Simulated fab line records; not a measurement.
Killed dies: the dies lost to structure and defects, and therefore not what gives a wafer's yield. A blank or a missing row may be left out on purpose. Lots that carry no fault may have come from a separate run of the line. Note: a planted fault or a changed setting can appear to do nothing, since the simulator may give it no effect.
Problem report, 8D (eight disciplines) form, completed by code | flow rit cmos | the parts of the form that need people (team, actions taken, sign-off) are left out

== 1. PROBLEM STATEMENT ==
Wafers without a fault read 34.57 W, standard deviation 0.047; heater power total W at RIT_GATE_SOFTBAKE_12 reads a mean of 35.61 W on 6 wafers belonging to 2 lots. That puts it +22 standard deviations away from the usual mean.
The step: time 60 s.
Seen first at day 5 09:59 on litho track-04, wafer L271.1. The record holds 42 wafers of 14 lots with a number at this step. Rule for "out", or "out of limits": more than 4 standard deviations from the usual mean. The other wafers with a number count as sound.

== 2. WHAT IT IS, AND WHAT IT ISN'T ==
question                    | is                                 | is not
which readings at this step | heater power total W, plate temp C | resist line temp C
which lots                  | L271, L272                         | L257, L258, L259, L260, L261, L263, L264, L269, L276, L277, L278, L279
which wafers of those lots  | all that have a number             | -
read on which tools         | litho track-04                     | litho track-01, litho track-03
when                        | from day 5 09:59                   | up to then (24 sound wafers); but 12 sound wafers of L276, L277, L278, L279 came after

== 3. WHAT RULES OUT EACH SUSPECT ==
Counting: a tool at any process step up to the reading remains a suspect when it ran all the lots that are out and ran no sound lot after the first of those.
- litho track-04 at RIT_GATE_SOFTBAKE_12 (time 60 s): kept. It ran every lot that is out, first L271 (day 5 09:59), and no sound lot after that; its last sound lot up to then is L264 (day 3 23:44). Out on those wafers are its own readings of heater power total W, plate temp C.
Left after counting: litho track-04 at RIT_GATE_SOFTBAKE_12.

== 4. THE CAUSE (what the simulator had put in) ==
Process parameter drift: litho track-04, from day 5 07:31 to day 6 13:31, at RIT_GATE_SOFTBAKE_12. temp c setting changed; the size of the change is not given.
The count eliminated every tool but this one.

== 5. THE CHAIN OF EFFECTS, in route order ==
Each row: a reading where the mean over the struck wafers with a number is more than 3 standard deviations away from the usual. Only readings for which the record gives a usual standard deviation are gone through. hours: the time from each lot's start at the first step in this table that gives one to its start at this step, as a median over the lots. sigmas: the change in usual standard deviations.
hours | step                 | reading              | usual   | on struck wafers | change | sigmas
0     | RIT_GATE_SOFTBAKE_12 | heater power total W | 34.57 W | 35.61            | +1.04  | +22
0     | RIT_GATE_SOFTBAKE_12 | plate temp C         | 90.02 C | 91.88            | +1.86  | +16
The process steps in it:
- RIT_GATE_SOFTBAKE_12: time 60 s.

== 6. WHAT WOULD HAVE CAUGHT IT SOONER ==
In this record no reading fell out of limits until day 5 09:59, 2 hours after the fault had begun at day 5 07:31.
